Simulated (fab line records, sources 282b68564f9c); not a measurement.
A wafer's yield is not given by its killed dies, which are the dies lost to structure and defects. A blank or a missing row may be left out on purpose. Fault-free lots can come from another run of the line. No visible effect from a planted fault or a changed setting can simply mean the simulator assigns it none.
Struck lot and sound lot, side by side	flow rit-cmos	44 out of 202 route steps
Sound: wafers L610.1, L610.4, L610.6. Wafers struck: L623.1, L623.2, L623.4. The cause comes at the end.
Per side, at each step with rows, come the tool, then ch with its chambers, and then its first start. Under that, the readings that differ: sound wafers	struck wafers	difference of the means	sigmas: that difference in standard deviations of wafers without a fault.
alike: words and numbers the same on both sides, and readings whose means are apart by under 2 such deviations; not compared: readings that were withheld, readings missing a value for some wafer, numbers with overlapping values and no deviation given by the record, and bounds like >300 which may hide the same value.
The two part at a step that has a row with sigmas, a row that says differs or no value, or rows on one side only. Numbers that have no deviation but don't overlap get no sigmas and don't part them. A reading that every wafer of one side lacks parts them only if that side has two wafers or more.

first, 3 steps without rows for these wafers: RIT_GATE_EXPOSE_13 (exposes mask M6, target cd 150 nm); RIT_GATE_PEB_14; RIT_GATE_DEVELOP_15 (develop time 50 s).
RIT_GATE_CD_MEAS_16 targets a cd of 150 nm.
  struck on cd-sem-01, day 5 06:10; sound on cd-sem-01, day 2 12:23
  alike: cd-nm
RIT_GATE_OVL_MEAS_17:
  struck on overlay-01, day 5 06:17; sound on overlay-02, day 2 12:30
  alike: GATE_OVL
then, 1 step without rows for these wafers: RIT_GATE_HARDBAKE_18 (time 60 s).
RIT_GATE_ETCH_19: etches poly-Si in SF6/CHF3/O2, stops on SiO2, time 165 s, target depth 312.5 nm.
  sound on rie-si-01 ch 0,3, day 2 12:41; struck on rie-si-02 ch 0,2,3, day 5 06:29
  alike: drypump-motor-current-A, oes-product-au, throttle-valve-pct
  not compared: rf-hours-counter-h
RIT_GATE_STRIP_20: strips in O2, time 180 s.
  sound on plasma-asher-03 ch 0, day 2 12:47; struck on plasma-asher-04 ch 0,1, day 5 06:35
  alike: drypump-motor-current-A
  not compared: rf-hours-counter-h
RIT_GATE_CD_MEAS_90 targets a cd of 150 nm.
  struck on cd-sem-01, day 5 06:46; sound on cd-sem-02, day 2 12:58
  alike: cd-nm
then, 3 steps without rows for these wafers: RIT_REOX_CLEAN_00 (cleans in SC1, time 600 s); RIT_REOX_CLEAN_01 (cleans in dHF, time 30 s); RIT_REOX_CLEAN_02 (cleans in SC2, time 600 s).
RIT_REOX_OXIDATION_03: target thk 25.2 nm, ox time 5580 s.
  sound on furnace-03 ch 0, day 2 13:32; struck on furnace-01 ch 0, day 5 07:22
reading	sound	struck	difference	sigmas
spike-tc-centre-C (C)	903.3 902.9 902.2	833.7 834.4 834.2	-68.7	-49
spike-tc-load-C (C)	934 934 935	860 857 859	-76	-17
spike-tc-source-C (C)	920.1 920.6 920.5	854.4 854.5 855.6	-65.6	-44
tube-center-temp-C (C)	899.9 900.02 899.97	833.04 833.2 833.03	-66.87	-99 or more
tube_center_temp_C_max	901.6 902.7 902.1	834.8 835.1 835.7	-66.9	-99 or more
zone-power-load-pct (%)	26.3 26.3 26.1	20.4 20.4 20.2	-5.9	-4
model.SiO2_of_REOX_OXIDATION_03.thk-nm (nm)	24.85 25.17 25	12.04 11.69 11.61	-13.23	
model.poly-Si_of_GATE_CVD_08.thk-nm (nm)	232 232.4 232.6	242.2 242.7 242.8	+10.2	
RIT_REOX_THK_MEAS_04:
  struck on film-metro-04, day 5 09:55; sound on film-metro-01, day 2 16:05
reading	sound	struck	difference	sigmas
REOX_OXIDE_THK (nm)	24.9 25.2 25.0	12.0 11.6 11.6	-13.3	-33
then, 6 steps without rows for these wafers: RIT_NLDD_HMDS_00 (prime time 60 s); RIT_NLDD_COAT_01 (resist thk 1000 nm); RIT_NLDD_SOFTBAKE_02 (time 60 s); RIT_NLDD_EXPOSE_03 (exposes mask M7, target cd 40700 nm); RIT_NLDD_PEB_04; RIT_NLDD_DEVELOP_05 (develop time 50 s).
RIT_NLDD_OVL_MEAS_06:
  struck on overlay-02, day 5 10:50; sound on overlay-02, day 2 17:08
  alike: NLDD_OVL
then, 2 steps without rows for these wafers: RIT_NLDD_HARDBAKE_07 (time 60 s); RIT_NLDD_IMPLANT_08.
RIT_NLDD_STRIP_09: strips in O2, time 180 s.
  sound on plasma-asher-01 ch 0,1, day 2 17:28; struck on plasma-asher-02 ch 0,1, day 5 11:17
  alike: drypump-motor-current-A
  not compared: rf-hours-counter-h
RIT_NLDD_TW_MEAS_10:
  struck on film-metro-04, day 5 11:27; sound on film-metro-02, day 2 17:38
  alike: NLDD_TW
then, 6 steps without rows for these wafers: RIT_PLDD_HMDS_00 (prime time 60 s); RIT_PLDD_COAT_01 (resist thk 1000 nm); RIT_PLDD_SOFTBAKE_02 (time 60 s); RIT_PLDD_EXPOSE_03 (exposes mask M8, target cd 40900 nm); RIT_PLDD_PEB_04; RIT_PLDD_DEVELOP_05 (develop time 50 s).
RIT_PLDD_OVL_MEAS_06:
  struck on overlay-01, day 5 12:29; sound on overlay-02, day 2 18:40
  alike: PLDD_OVL
then, 2 steps without rows for these wafers: RIT_PLDD_HARDBAKE_07 (time 60 s); RIT_PLDD_IMPLANT_08.
RIT_PLDD_STRIP_09: strips in O2, time 180 s.
  sound on plasma-asher-01 ch 0,1, day 2 19:01; struck on plasma-asher-04 ch 0,1, day 5 12:49
  alike: drypump-motor-current-A
  not compared: rf-hours-counter-h
RIT_PLDD_TW_MEAS_10:
  struck on film-metro-04, day 5 13:00; sound on film-metro-02, day 2 19:11
  alike: PLDD_TW
RIT_SPACER_CLEAN_00: cleans in SC1, time 600 s.
  sound on wet-bench-04 ch 2, day 2 19:14; struck on wet-bench-02 ch 0, day 5 13:04
reading	sound	struck	difference	sigmas
model.SiO2_of_REOX_OXIDATION_03.thk-nm (nm)	22.97 23.24 23.09	11.09 10.77 10.7	-12.25	
  alike: bath-guard-temp-C
then, 3 steps without rows for these wafers: RIT_SPACER_CLEAN_01 (cleans in dHF, time 30 s); RIT_SPACER_CLEAN_02 (cleans in SC2, time 600 s); RIT_SPACER_CVD_03 (deposits Si3N4 from SiH2Cl2/NH3, target thk 250 nm, time 3300 s).
RIT_SPACER_THK_MEAS_04:
  struck on film-metro-01, day 5 16:55; sound on film-metro-03, day 2 21:32
  alike: SPACER_NITRIDE_THK
RIT_SPACER_ETCHBACK_05: etches Si3N4 in SF6/CHF3, stops on SiO2, target depth 250 nm, time 240 s.
  sound on rie-diel-04 ch 2,3, day 2 21:35; struck on rie-diel-03 ch 0,1,2, day 5 16:58
  alike: drypump-motor-current-A, oes-product-au, throttle-valve-pct
  not compared: rf-hours-counter-h
RIT_SDANNEAL_CLEAN_02: cleans in SC2, time 600 s.
  sound on wet-bench-04 ch 3, day 3 01:24; struck on wet-bench-03 ch 2, day 5 20:10
reading	sound	struck	difference	sigmas
model.poly-Si_of_GATE_CVD_08.thk-nm (nm)	160.4 162 161.5	175.8 173.6 171.3	+12.3	
  alike: bath-guard-temp-C
RIT_M1_PROBE_99:
  struck on prober-02, day 6 04:12; sound on prober-01, day 3 08:55
reading	sound	struck	difference	sigmas
model.etest.pmos-turned.r-on-ohm-um	3484 3477 3514	2448 2497 2505	-1008	
model.etest.pmos_0p3.r-on-ohm-um	6462 6293 6422	5443 5530 5546	-886	
model.etest.pmos_0p15.r-on-ohm-um	2863 2801 2866	2064 2145 2127	-731	
model.etest.pldd.rs-ohm-sq	484.4 493.8 485.8	225.7 222.9 222.8	-264.2	
model.etest.nldd.rs-ohm-sq	369.6 371.7 368.6	230.4 227.9 227	-141.5	
model.etest.nmos_0p15.r-on-ohm-um	1202 1168 1213	970.3 1021 1047	-181.6	
model.etest.nmos_0p3.r-on-ohm-um	2228 2179 2227	2008 2073 2097	-152	
model.etest.nmos-turned.drive-ua-um	329.4 328.3 325.9	425.6 422.2 423.3	+95.8	
  alike: killed-at-contacts, killed-at-front-end, killed-dies, killed-open, killed-short

WHERE THEY PART
At RIT_REOX_OXIDATION_03 first; at RIT_REOX_THK_MEAS_04 last (within this record only). Later steps at which nothing parts them and some readings are alike: RIT_NLDD_OVL_MEAS_06, RIT_NLDD_STRIP_09, RIT_NLDD_TW_MEAS_10, RIT_PLDD_OVL_MEAS_06, RIT_PLDD_STRIP_09, RIT_PLDD_TW_MEAS_10, RIT_SPACER_CLEAN_00, RIT_SPACER_THK_MEAS_04, RIT_SPACER_ETCHBACK_05, RIT_SDANNEAL_CLEAN_02, RIT_M1_PROBE_99.

WHY: what had been put in by the simulator
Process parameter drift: furnace-01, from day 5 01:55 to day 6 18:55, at RIT_REOX_OXIDATION_03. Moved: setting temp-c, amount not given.
